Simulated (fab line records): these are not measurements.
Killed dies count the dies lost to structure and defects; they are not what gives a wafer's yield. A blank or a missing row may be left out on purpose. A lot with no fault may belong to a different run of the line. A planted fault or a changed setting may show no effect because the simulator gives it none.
fab line records | flow rit_cmos
record: lots: 6 | wafers: 16 | last_day: 6
route steps=202 shown CONTACT@176 M1@184
lots with no fault: from the same line, run without faults
start_h: the number of hours between the record's first day and the start of the first shown wafer of the lot | wait_h: hours elapsed since this lot's preceding step | " unchanged from the row above | L1.1+2: a single row standing in for several wafers | - value missing, or start not given | * or withheld: withheld | < > ~ a bound
route shown NAME@n: NAME is a module with steps in the file, n the number in the route of the first one | usual: the fault-free wafers' mean and standard deviation | same: alike in all rows | chamber/n: place in a boat | sites: each site's reading | _std_site: standard deviation of those values | _edge_site: the outer-site mean with the inner-site mean subtracted | radius_mm: how far each site lies from the wafer's centre | mask NAME#n: copy n | behind: tool/chamber where the wafer was last shaped | hold: why the lot was held/for how many hours/how that ended | device: transistor that didn't switch, given as n, p or np | end of line: the route-end tests of the same wafers | for a step that has no rows: nothing shown but its recipe | killed: dies lost to structure and defects at the first sort, not the wafer's yield | map: shows each die of a wafer: x if killed, . if not, _ if none is there
set.NAME: the setting that was run; set.NAME@STEP: the one run at that earlier step | model.NAME: the simulator's own value behind a step, which no gauge read
lots at some steps of the route; a table a step, a row a wafer
services: a tool's chamber out of use, with start hour (start_h, from the record's first day; less than 0 if before it), hours out, and reason
== steps ==
step: RIT_CONTACT_CD_MEAS_08
recipe: target_cd_nm: 1000
usual: cd_nm: 999.8/2.3
lot.wafer | tool      | chamber | start_h | wait_h | cd_nm
L546.1    | cd_sem-01 | -       | 63.96   | -      | 999.9
L546.3    | "         | -       | "       | "      | 1000.6
L546.4    | "         | -       | "       | "      | 1000.4
L555.4    | cd_sem-02 | -       | 104.50  | -      | 999.3
L555.5    | "         | -       | "       | "      | 997.9
L555.6    | "         | -       | "       | "      | 996.7
L559.1    | cd_sem-02 | -       | 122.54  | -      | 1001.4
L559.2    | "         | -       | "       | "      | 999.7
L559.4    | "         | -       | "       | "      | 1001.0
L560.5    | cd_sem-02 | -       | 133.10  | -      | 1004.2
L563.4    | cd_sem-01 | -       | 147.65  | -      | 1001.0
L563.5    | "         | -       | "       | "      | 1001.9
L563.6    | "         | -       | "       | "      | 998.8
L564.1    | cd_sem-01 | -       | 150.24  | -      | 994.7
L564.2    | "         | -       | "       | "      | 995.7
L564.4    | "         | -       | "       | "      | 995.5
step: RIT_CONTACT_OVL_MEAS_09
usual: CONTACT_OVL: -0.7/1.5
lot.wafer | tool       | chamber | start_h | wait_h | CONTACT_OVL[nm]
L546.1    | overlay-01 | -       | 64.08   | 0.1    | -1.6
L546.3    | "          | -       | "       | "      | -1.4
L546.4    | "          | -       | "       | "      | -2.6
L555.4    | overlay-02 | -       | 104.58  | 0.1    | -3.4
L555.5    | "          | -       | "       | "      | -2.3
L555.6    | "          | -       | "       | "      | -0.9
L559.1    | overlay-01 | -       | 122.66  | 0.1    | 0.2
L559.2    | "          | -       | "       | "      | -0.9
L559.4    | "          | -       | "       | "      | -0.7
L560.5    | overlay-01 | -       | 133.16  | 0.0    | 1.1
L563.4    | overlay-02 | -       | 147.73  | 0.1    | -1.9
L563.5    | "          | -       | "       | "      | 0.4
L563.6    | "          | -       | "       | "      | 0.0
L564.1    | overlay-01 | -       | 150.36  | 0.1    | -1.2
L564.2    | "          | -       | "       | "      | -0.5
L564.4    | "          | -       | "       | "      | -1.4
step: RIT_CONTACT_HARDBAKE_10
recipe: resist: NOVOLAK | temp_c: 140 | time_s: 60
step: RIT_CONTACT_ETCH_11
recipe: target_depth_a: 4800 | over_etch_frac: 0.2 | stop_on: TiSi2 | chemistry: CHF3/CF4/Ar | target: SiO2 | CHF3_flow_sccm: 50 | cf4_flow_sccm: 10 | Ar_flow_sccm: 100 | O2_flow_sccm: 5 | pressure_mtorr: 100 | rf_w: 200 | time_s: 326.9
usual: cf4_flow_sccm: 9.998/0.029 | drypump_motor_current_A: 5.9/0.37 | oes_product_au: 0.990/0.014 | throttle_valve_pct: 8.83/0.13
lot.wafer | tool        | chamber | start_h | wait_h | cf4_flow_sccm | drypump_motor_current_A | oes_product_au | rf_hours_counter_h | throttle_valve_pct
L546.1    | rie_diel-04 | 2       | 64.26   | 0.1    | 9.990         | 5.5                     | 0.989          | 41                 | 8.90
L546.3    | "           | 3       | "       | "      | 9.998         | 6.3                     | 0.974          | 16                 | 8.60
L546.4    | "           | 0       | "       | "      | 9.965         | 5.1                     | 0.978          | 22                 | 8.84
L555.4    | rie_diel-01 | 2       | 104.75  | 0.1    | 10.009        | 5.9                     | 0.984          | 136                | 8.76
L555.5    | "           | 1       | "       | "      | 10.014        | 6.0                     | 0.985          | -                  | 8.69
L555.6    | "           | 2       | "       | "      | 10.003        | 5.9                     | 0.985          | -                  | 8.76
L559.1    | rie_diel-04 | 3       | 122.85  | 0.1    | 10.004        | 6.3                     | 0.971          | 17                 | 8.61
L559.2    | "           | 0       | "       | "      | 10.033        | 5.1                     | 0.970          | 22                 | 8.84
L559.4    | "           | 0       | "       | "      | 10.023        | 5.1                     | 0.974          | -                  | 8.87
L560.5    | rie_diel-01 | 2       | 133.42  | 0.1    | 9.962         | 5.9                     | 0.987          | -                  | 8.76
L563.4    | rie_diel-03 | 2       | 147.90  | 0.1    | 9.995         | 5.4                     | 0.986          | 2                  | 8.95
L563.5    | "           | 1       | "       | "      | 9.994         | 6.3                     | 0.992          | -                  | 8.93
L563.6    | "           | 0       | "       | "      | 9.984         | 5.7                     | 1.004          | -                  | 9.05
L564.1    | rie_diel-01 | 0       | 150.55  | 0.1    | 10.043        | 6.1                     | 1.010          | 146                | 8.86
L564.2    | "           | 1       | "       | "      | 9.968         | 6.0                     | 0.992          | 20                 | 8.69
L564.4    | "           | 3       | "       | "      | 10.038        | 5.6                     | 0.979          | 4                  | 8.59
step: RIT_CONTACT_STRIP_12
recipe: chemistry: O2 | time_s: 180 | resist: NOVOLAK | platen_temp_c: withheld | power_w: 500 | pressure_mtorr: 4000 | o2_flow_sccm: 4000
usual: drypump_motor_current_A: 5.55/0.22 | rf_refl_power_W: 7.6/1.3
lot.wafer | tool            | chamber | start_h | wait_h | drypump_motor_current_A | rf_hours_counter_h | rf_refl_power_W
L546.1    | plasma_asher-02 | 1       | 64.46   | 0.1    | 5.81                    | 42                 | 7.9
L546.3    | "               | 0       | "       | "      | 5.48                    | -                  | 5.6
L546.4    | "               | 1       | "       | "      | 5.81                    | -                  | 8.0
L555.4    | plasma_asher-03 | 1       | 105.00  | 0.2    | 5.21                    | -                  | 8.0
L555.5    | "               | 0       | "       | "      | 5.54                    | -                  | 6.7
L555.6    | "               | 1       | "       | "      | 5.21                    | -                  | 8.5
L559.1    | plasma_asher-02 | 1       | 123.04  | 0.1    | 5.81                    | 50                 | 8.3
L559.2    | "               | 0       | "       | "      | 5.48                    | 50                 | 5.5
L559.4    | "               | 0       | "       | "      | 5.49                    | -                  | 5.7
L560.5    | plasma_asher-04 | 0       | 133.64  | 0.1    | 5.54                    | -                  | 8.6
L563.4    | plasma_asher-04 | 1       | 148.15  | 0.2    | 5.81                    | -                  | 9.8
L563.5    | "               | 1       | "       | "      | 5.78                    | -                  | 10.2
L563.6    | "               | 0       | "       | "      | 5.56                    | -                  | 8.5
L564.1    | plasma_asher-04 | 0       | 150.74  | 0.1    | 5.55                    | 35                 | 8.5
L564.2    | "               | 1       | "       | "      | 5.74                    | 35                 | 9.9
L564.4    | "               | 1       | "       | "      | 5.72                    | -                  | 9.8
step: RIT_CONTACT_CD_MEAS_90
recipe: target_cd_nm: 1000
usual: cd_nm: 999.8/2.3
lot.wafer | tool      | chamber | start_h | wait_h | cd_nm
L546.1    | cd_sem-02 | -       | 64.63   | 0.1    | 999.8
L546.3    | "         | -       | "       | "      | 1000.3
L546.4    | "         | -       | "       | "      | 999.6
L555.4    | cd_sem-01 | -       | 105.20  | 0.1    | 999.4
L555.5    | "         | -       | "       | "      | 996.8
L555.6    | "         | -       | "       | "      | 996.3
L559.1    | cd_sem-02 | -       | 123.22  | 0.1    | 1001.6
L559.2    | "         | -       | "       | "      | 999.9
L559.4    | "         | -       | "       | "      | 1000.8
L560.5    | cd_sem-02 | -       | 133.77  | 0.1    | 1004.2
L563.4    | cd_sem-02 | -       | 148.33  | 0.1    | 1000.9
L563.5    | "         | -       | "       | "      | 1001.8
L563.6    | "         | -       | "       | "      | 998.9
L564.1    | cd_sem-01 | -       | 150.92  | 0.1    | 994.3
L564.2    | "         | -       | "       | "      | 995.6
L564.4    | "         | -       | "       | "      | 996.2
step: RIT_CONTACT_CLEAN_13
recipe: chemistry: SC1 | mix: 3:3:50 | time_s: 600 | temp_c: 75
step: RIT_CONTACT_CLEAN_14
recipe: chemistry: SC2 | mix: 3:3:50 | time_s: 600 | temp_c: 75 | dry: n2_spin
step: RIT_M1_SPUTTER_00
recipe: material: Al | target_thk_nm: 400 | power_w: 2000 | chamber_pressure_pa: 0.4 | gas: Ar | time_s: 500 | substrate_temp_c: 25
usual: cathode_dc_power_W: 2000.0/0.38 | throttle_valve_pct: 29.9/1.5
lot.wafer | tool           | chamber | start_h | wait_h | cathode_dc_power_W | throttle_valve_pct
L546.1    | pvd_sputter-04 | -       | 65.24   | 0.0    | 2000.5             | 28.7
L546.3    | "              | -       | "       | "      | 2000.2             | 31.4
L546.4    | "              | -       | "       | "      | 2000.7             | 29.9
L555.4    | pvd_sputter-02 | -       | 105.61  | 0.0    | 1999.7             | 32.6
L555.5    | "              | -       | "       | "      | 2000.2             | 32.6
L555.6    | "              | -       | "       | "      | 2000.3             | 30.5
L559.1    | pvd_sputter-04 | -       | 123.69  | 0.0    | 1999.7             | 31.5
L559.2    | "              | -       | "       | "      | 2000.6             | 28.3
L559.4    | "              | -       | "       | "      | 1999.9             | 29.8
L560.5    | pvd_sputter-01 | -       | 134.53  | 0.1    | 1999.3             | 31.0
L563.4    | pvd_sputter-04 | -       | 148.75  | 0.0    | 2000.3             | 29.8
L563.5    | "              | -       | "       | "      | 2000.0             | 28.2
L563.6    | "              | -       | "       | "      | 2000.0             | 30.0
L564.1    | pvd_sputter-01 | -       | 151.40  | 0.0    | 1999.1             | 28.8
L564.2    | "              | -       | "       | "      | 1999.3             | 28.3
L564.4    | "              | -       | "       | "      | 2000.2             | 31.4
step: RIT_M1_RS_MEAS_01
recipe: thk_meas_gauge: four-point-probe | reads: Al_of_M1_SPUTTER_00
usual: M1_AL_RS: 0.0735/0.00073
lot.wafer | tool          | chamber | start_h | wait_h | M1_AL_RS[ohm/sq]
L546.1    | film_metro-01 | -       | 65.53   | 0.1    | 0.0739
L546.3    | "             | -       | "       | "      | 0.0734
L546.4    | "             | -       | "       | "      | 0.0731
L555.4    | film_metro-02 | -       | 105.96  | 0.2    | 0.0734
L555.5    | "             | -       | "       | "      | 0.0736
L555.6    | "             | -       | "       | "      | 0.0726
L559.1    | film_metro-01 | -       | 123.98  | 0.1    | 0.0720
L559.2    | "             | -       | "       | "      | 0.0737
L559.4    | "             | -       | "       | "      | 0.0723
L560.5    | film_metro-04 | -       | 134.76  | 0.1    | 0.0720
L563.4    | film_metro-02 | -       | 149.11  | 0.2    | 0.0725
L563.5    | "             | -       | "       | "      | 0.0737
L563.6    | "             | -       | "       | "      | 0.0728
L564.1    | film_metro-02 | -       | 151.70  | 0.1    | 0.0747
L564.2    | "             | -       | "       | "      | 0.0735
L564.4    | "             | -       | "       | "      | 0.0739
step: RIT_M1_THK_MEAS_02
recipe: thk_meas_gauge: xrf | reads: Al_of_M1_SPUTTER_00
usual: M1_AL_THK: 400/4.9
lot.wafer | tool          | chamber | start_h | wait_h | M1_AL_THK[nm]
L546.1    | film_metro-01 | -       | 65.65   | 0.1    | 399
L546.3    | "             | -       | "       | "      | 403
L546.4    | "             | -       | "       | "      | 400
L555.4    | film_metro-02 | -       | 106.05  | 0.1    | 396
L555.5    | "             | -       | "       | "      | 397
L555.6    | "             | -       | "       | "      | 401
L559.1    | film_metro-01 | -       | 124.10  | 0.1    | 408
L559.2    | "             | -       | "       | "      | 400
L559.4    | "             | -       | "       | "      | 407
L560.5    | film_metro-04 | -       | 134.84  | 0.1    | 410
L563.4    | film_metro-02 | -       | 149.20  | 0.1    | 404
L563.5    | "             | -       | "       | "      | 393
L563.6    | "             | -       | "       | "      | 398
L564.1    | film_metro-02 | -       | 151.82  | 0.1    | 390
L564.2    | "             | -       | "       | "      | 396
L564.4    | "             | -       | "       | "      | 392
step: RIT_M1_HMDS_03
recipe: prime_time_s: 60 | prime_temp_c: 140
step: RIT_M1_COAT_04
recipe: resist: NOVOLAK | spin_rpm: 2000 | resist_thk_nm: 1300
usual: chill_plate_temp_C: 22.99/0.1 | dispense_pressure_kPa: 49/3.4 | exhaust_pa: 44.8/0.89
lot.wafer | tool           | chamber | start_h | wait_h | chill_plate_temp_C | dispense_pressure_kPa | exhaust_pa
L546.1    | litho_track-03 | 0       | 65.86   | 0.1    | 22.93              | 45                    | 44.6
L546.3    | "              | 0       | "       | "      | 22.92              | 45                    | 44.4
L546.4    | "              | 0       | "       | "      | 22.94              | 45                    | 45.4
L555.4    | litho_track-01 | 0       | 106.31  | 0.1    | 22.91              | 47                    | 43.7
L555.5    | "              | 0       | "       | "      | 22.71              | 47                    | 45.0
L555.6    | "              | 0       | "       | "      | 23.02              | 47                    | 44.7
L559.1    | litho_track-01 | -       | 124.31  | 0.1    | -                  | -                     | -
L559.2    | "              | -       | "       | "      | -                  | -                     | -
L559.4    | "              | -       | "       | "      | -                  | -                     | -
L560.5    | litho_track-01 | -       | 135.11  | 0.1    | -                  | -                     | -
L563.4    | litho_track-03 | 0       | 149.57  | 0.1    | 22.91              | 45                    | 43.6
L563.5    | "              | 0       | "       | "      | 22.87              | 45                    | 44.1
L563.6    | "              | 0       | "       | "      | 23.05              | 45                    | 44.3
L564.1    | litho_track-04 | 0       | 152.03  | 0.1    | 23.02              | 53                    | 43.3
L564.2    | "              | 0       | "       | "      | 23.12              | 53                    | 45.6
L564.4    | "              | 0       | "       | "      | 22.98              | 53                    | 45.0
step: RIT_M1_SOFTBAKE_05
recipe: resist: NOVOLAK | temp_c: 90 | time_s: 60
step: RIT_M1_EXPOSE_06
recipe: mask_id: M12 | na: 0.6 | source_shape: conventional | sigma_outer: 0.5 | target_cd_nm: 2600 | dose_mj: 250
step: RIT_M1_PEB_07
recipe: resist: NOVOLAK | temp_c: withheld | time_s: withheld
step: RIT_M1_DEVELOP_08
recipe: resist: NOVOLAK | develop_time_s: 65.48 | dev_temp_c: 23
step: RIT_M1_CD_MEAS_09
recipe: target_cd_nm: 2600
usual: cd_nm: 2600.6/2.4
lot.wafer | tool      | chamber | start_h | wait_h | cd_nm
L546.1    | cd_sem-01 | -       | 66.59   | -      | 2598.9
L546.3    | "         | -       | "       | "      | 2600.0
L546.4    | "         | -       | "       | "      | 2599.4
L555.4    | cd_sem-01 | -       | 107.02  | -      | 2601.7
L555.5    | "         | -       | "       | "      | 2599.7
L555.6    | "         | -       | "       | "      | 2601.8
L559.1    | cd_sem-01 | -       | 125.17  | -      | -
L559.2    | "         | -       | "       | "      | -
L559.4    | "         | -       | "       | "      | -
L560.5    | cd_sem-01 | -       | 135.95  | -      | -
L563.4    | cd_sem-02 | -       | 150.41  | -      | 2602.3
L563.5    | "         | -       | "       | "      | 2601.5
L563.6    | "         | -       | "       | "      | 2602.2
L564.1    | cd_sem-01 | -       | 152.88  | -      | 2600.4
L564.2    | "         | -       | "       | "      | 2601.1
L564.4    | "         | -       | "       | "      | 2601.4
step: RIT_M1_OVL_MEAS_10
usual: M1_OVL: -0.7/1.2
lot.wafer | tool       | chamber | start_h | wait_h | M1_OVL[nm]
L546.1    | overlay-02 | -       | 66.71   | 0.1    | -0.5
L546.3    | "          | -       | "       | "      | -0.7
L546.4    | "          | -       | "       | "      | 1.2
L555.4    | overlay-01 | -       | 107.10  | 0.1    | 0.4
L555.5    | "          | -       | "       | "      | -0.7
L555.6    | "          | -       | "       | "      | 0.0
L559.1    | overlay-01 | -       | 125.29  | 0.1    | -
L559.2    | "          | -       | "       | "      | -
L559.4    | "          | -       | "       | "      | -
L560.5    | overlay-02 | -       | 136.01  | 0.0    | -
L563.4    | overlay-02 | -       | 150.48  | 0.1    | 0.1
L563.5    | "          | -       | "       | "      | -0.3
L563.6    | "          | -       | "       | "      | -0.7
L564.1    | overlay-01 | -       | 153.00  | 0.1    | 0.1
L564.2    | "          | -       | "       | "      | 0.5
L564.4    | "          | -       | "       | "      | 0.5
step: RIT_M1_PROBE_99
usual: killed_at_M0_to_M3: 0.0/0.083 | killed_at_front_end: 7/3 | killed_dies: 7/3.1 | killed_on_rim: 1.8/1.4 | killed_open: 3.4/2.1 | killed_short: 3.4/2
same: gross_dies: 264 | killed_at_M4_up: 0 | killed_at_back_side: 0 | killed_at_contacts: 0 | killed_at_other: 0
lot.wafer | tool      | chamber | start_h | wait_h | killed_at_M0_to_M3 | killed_at_front_end | killed_dies | killed_on_rim | killed_open | killed_short
L546.1    | prober-02 | -       | 69.25   | 0.1    | 0                  | 5                   | 5           | 3             | 2           | 3
L546.3    | prober-02 | -       | 69.35   | 0.2    | 0                  | 8                   | 8           | 2             | 5           | 3
L546.4    | prober-02 | -       | 69.40   | 0.2    | 0                  | 2                   | 2           | 0             | 1           | 1
L555.4    | prober-01 | -       | 109.79  | 0.2    | 0                  | 13                  | 13          | 3             | 9           | 4
L555.5    | prober-01 | -       | 109.84  | 0.2    | 0                  | 10                  | 10          | 2             | 7           | 3
L555.6    | prober-01 | -       | 109.89  | 0.2    | 0                  | 6                   | 6           | 0             | 4           | 2
L559.1    | prober-01 | -       | 127.83  | 0.1    | 260                | 4                   | 264         | 70            | 3           | 1
L559.2    | prober-01 | -       | 127.88  | 0.1    | 257                | 7                   | 264         | 70            | 4           | 3
L559.4    | prober-01 | -       | 127.98  | 0.2    | 257                | 7                   | 264         | 70            | 3           | 4
L560.5    | prober-02 | -       | 138.74  | 0.2    | 257                | 7                   | 264         | 70            | 2           | 5
L563.4    | prober-01 | -       | 153.15  | 0.2    | 0                  | 11                  | 11          | 5             | 5           | 6
L563.5    | prober-01 | -       | 153.20  | 0.2    | 0                  | 6                   | 6           | 2             | 2           | 4
L563.6    | prober-01 | -       | 153.25  | 0.2    | 0                  | 7                   | 7           | 1             | 5           | 2
L564.1    | prober-02 | -       | 155.54  | 0.1    | 0                  | 6                   | 6           | 4             | 2           | 4
L564.2    | prober-02 | -       | 155.59  | 0.1    | 0                  | 9                   | 9           | 2             | 5           | 4
L564.4    | prober-02 | -       | 155.69  | 0.2    | 0                  | 4                   | 4           | 2             | 3           | 1
killed by level:class
L546.1 GATE:geometric_particle:open=2 GATE:geometric_particle:short=2 REOX:geometric_particle:short=1
L546.3 GATE:geometric_particle:open=2 REOX:geometric_particle:open=2 GATE:geometric_particle:short=1 REOX:geometric_particle:short=1 SPACER:geometric_particle:short=1 SPACER:geometric_particle:open=1
L546.4 SPACER:geometric_particle:open=1 SPACER:geometric_particle:short=1
L555.4 GATE:geometric_particle:open=4 SILICIDE:geometric_particle:open=4 ACTIVE:geometric_particle:open=1 FOX2:geometric_particle:short=1 GATE:geometric_particle:short=1 REOX:geometric_particle:short=1 SILICIDE:geometric_particle:short=1
L555.5 GATE:geometric_particle:open=4 GATE:geometric_particle:short=2 SPACER:geometric_particle:open=2 FOX2:geometric_particle:open=1 FOX2:geometric_particle:short=1
L555.6 GATE:geometric_particle:open=3 FOX2:geometric_particle:short=1 SPACER:geometric_particle:open=1 SILICIDE:geometric_particle:short=1
L559.1 M1:area_expose=260 GATE:geometric_particle:open=3 GATE:geometric_particle:short=1
L559.2 M1:area_expose=257 FOX1:geometric_particle:short=1 FOX2:geometric_particle:open=1 GATE:geometric_particle:short=1 GATE:geometric_particle:open=1 REOX:geometric_particle:open=1 REOX:geometric_particle:short=1 SILICIDE:geometric_particle:open=1
L559.4 M1:area_expose=257 REOX:geometric_particle:short=2 ACTIVE:geometric_particle:short=1 FOX2:geometric_particle:open=1 GATE:geometric_particle:short=1 GATE:geometric_particle:open=1 SILICIDE:geometric_particle:open=1
L560.5 M1:area_expose=257 GATE:geometric_particle:open=2 SPACER:geometric_particle:short=2 FOX1:geometric_particle:short=1 GATE:geometric_particle:short=1 REOX:geometric_particle:short=1
L563.4 GATE:geometric_particle:short=4 GATE:geometric_particle:open=4 FOX1:geometric_particle:short=1 REOX:geometric_particle:open=1 SILICIDE:geometric_particle:short=1
L563.5 SILICIDE:geometric_particle:short=3 GATE:geometric_particle:open=2 GATE:geometric_particle:short=1
L563.6 GATE:geometric_particle:open=4 GATE:geometric_particle:short=2 SILICIDE:geometric_particle:open=1
L564.1 GATE:geometric_particle:short=2 FOX2:geometric_particle:short=1 GATE:geometric_particle:open=1 REOX:geometric_particle:short=1 REOX:geometric_particle:open=1
L564.2 FOX1:geometric_particle:open=2 GATE:geometric_particle:short=2 GATE:geometric_particle:open=2 FOX1:geometric_particle:short=1 SPACER:geometric_particle:open=1 SILICIDE:geometric_particle:short=1
L564.4 GATE:geometric_particle:short=1 GATE:geometric_particle:open=1 REOX:geometric_particle:open=1 SPACER:geometric_particle:open=1
map L559.1 (x killed, . not)
________xxxxxxx_______
_____xxxxxxxxxxxxx____
____xxxxxxxxxxxxxxx___
___xxxxxxxxxxxxxxxxx__
__xxxxxxxxxxxxxxxxxxx_
__xxxxxxxxxxxxxxxxxxx_
_xxxxxxxxxxxxxxxxxxxxx
_xxxxxxxxxxxxxxxxxxxxx
_xxxxxxxxxxxxxxxxxxxxx
_xxxxxxxxxxxxxxxxxxxxx
__xxxxxxxxxxxxxxxxxxx_
__xxxxxxxxxxxxxxxxxxx_
___xxxxxxxxxxxxxxxxx__
____xxxxxxxxxxxxxxx___
_____xxxxxxxxxxxxx____
________xxxxxxx_______
map L560.5 (x killed, . not)
________xxxxxxx_______
_____xxxxxxxxxxxxx____
____xxxxxxxxxxxxxxx___
___xxxxxxxxxxxxxxxxx__
__xxxxxxxxxxxxxxxxxxx_
__xxxxxxxxxxxxxxxxxxx_
_xxxxxxxxxxxxxxxxxxxxx
_xxxxxxxxxxxxxxxxxxxxx
_xxxxxxxxxxxxxxxxxxxxx
_xxxxxxxxxxxxxxxxxxxxx
__xxxxxxxxxxxxxxxxxxx_
__xxxxxxxxxxxxxxxxxxx_
___xxxxxxxxxxxxxxxxx__
____xxxxxxxxxxxxxxx___
_____xxxxxxxxxxxxx____
________xxxxxxx_______
== services ==
tool            | chamber | start_h | hours | kind
pvd_sputter-02  | -       | 47.48   | 33.7  | repair
plasma_asher-04 | -       | 66.03   | 15.6  | pm
rie_diel-04     | 2       | 71.51   | 3.9   | repair
rie_diel-01     | 0       | 76.20   | 3.1   | repair
rie_diel-03     | 3       | 78.41   | 6.2   | repair
pvd_sputter-01  | -       | 78.45   | 3.6   | repair
rie_diel-04     | -       | 79.90   | 14.6  | pm
pvd_sputter-01  | -       | 85.88   | 3.1   | repair
rie_diel-04     | -       | 94.50   | 15.6  | pm
plasma_asher-03 | -       | 108.75  | 9.0   | pm
plasma_asher-03 | 0       | 108.75  | 9.0   | vent_cycle
plasma_asher-03 | 1       | 108.75  | 9.0   | vent_cycle
rie_diel-04     | 1       | 110.10  | -     | clean
rie_diel-04     | 1       | 110.10  | 13.7  | scheduled_down
rie_diel-04     | 1       | 110.10  | 13.7  | vent_cycle
rie_diel-04     | -       | 119.46  | 1.1   | repair
rie_diel-04     | -       | 124.64  | 2.8   | pm
rie_diel-01     | 3       | 126.93  | 15.4  | repair
plasma_asher-02 | -       | 128.20  | 0.5   | repair
pvd_sputter-02  | -       | 133.18  | 21.3  | repair
rie_diel-04     | 0       | 137.42  | 5.9   | repair
plasma_asher-03 | -       | 138.30  | 0.8   | repair
plasma_asher-03 | -       | 142.61  | 4.9   | repair
rie_diel-04     | 3       | 142.82  | 4.6   | repair
== key ==
first_sign: step: RIT_M1_COAT_04 | reading: tool_record | direction: missing
effect: step: RIT_M1_CD_MEAS_09 | reading: cd_nm | direction: missing
effect: step: RIT_M1_OVL_MEAS_10 | reading: M1_OVL | direction: missing
effect: step: RIT_M1_PROBE_99 | reading: killed_at_M0_to_M3 | direction: up | sigmas: 99+ | usual: 0.0 | struck: 257.8
more_kills_born_at: RIT_M1_EXPOSE_06@iline_stepper-01: 774 | RIT_M1_EXPOSE_06@iline_stepper-02: 257
met_at RIT_M1_COAT_04
struck_wafers L559.1,L559.2,L559.4,L560.5
later_rows_left_out L559.1,L559.2,L559.4,L560.5
tester_left_out L559,L560
onset_between 106.31 124.31
earlier_fault: kind: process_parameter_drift | tool: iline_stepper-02 | chamber: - | onset_h: 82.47 | steps: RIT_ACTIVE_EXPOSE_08 | channel: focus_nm | offset: 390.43 | spread_by_wafer: 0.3 | shape: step | end_h: 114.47
earlier_fault: kind: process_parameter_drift | tool: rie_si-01 | chamber: 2 | onset_h: 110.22 | steps: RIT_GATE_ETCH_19 | channel: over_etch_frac | offset: 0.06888 | shape: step | end_h: 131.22 | stated: 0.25
fault: kind: skipped_step_whole | tool: litho_track-01 | chamber: - | onset_h: 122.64 | steps: RIT_M1_COAT_04 | scope: struck_lots_only
tester_left_out: of these lots the tester's yield and bins aren't shown, on N5 and GAA mostly nor the transistor test; their killed dies are dies lost to structure and defects alone, not to doping, threshold or leakage, so they don't give the yield
later_rows_left_out: the simulator's readings of these wafers behind a module that went badly wrong aren't trusted and aren't shown, but for the sort
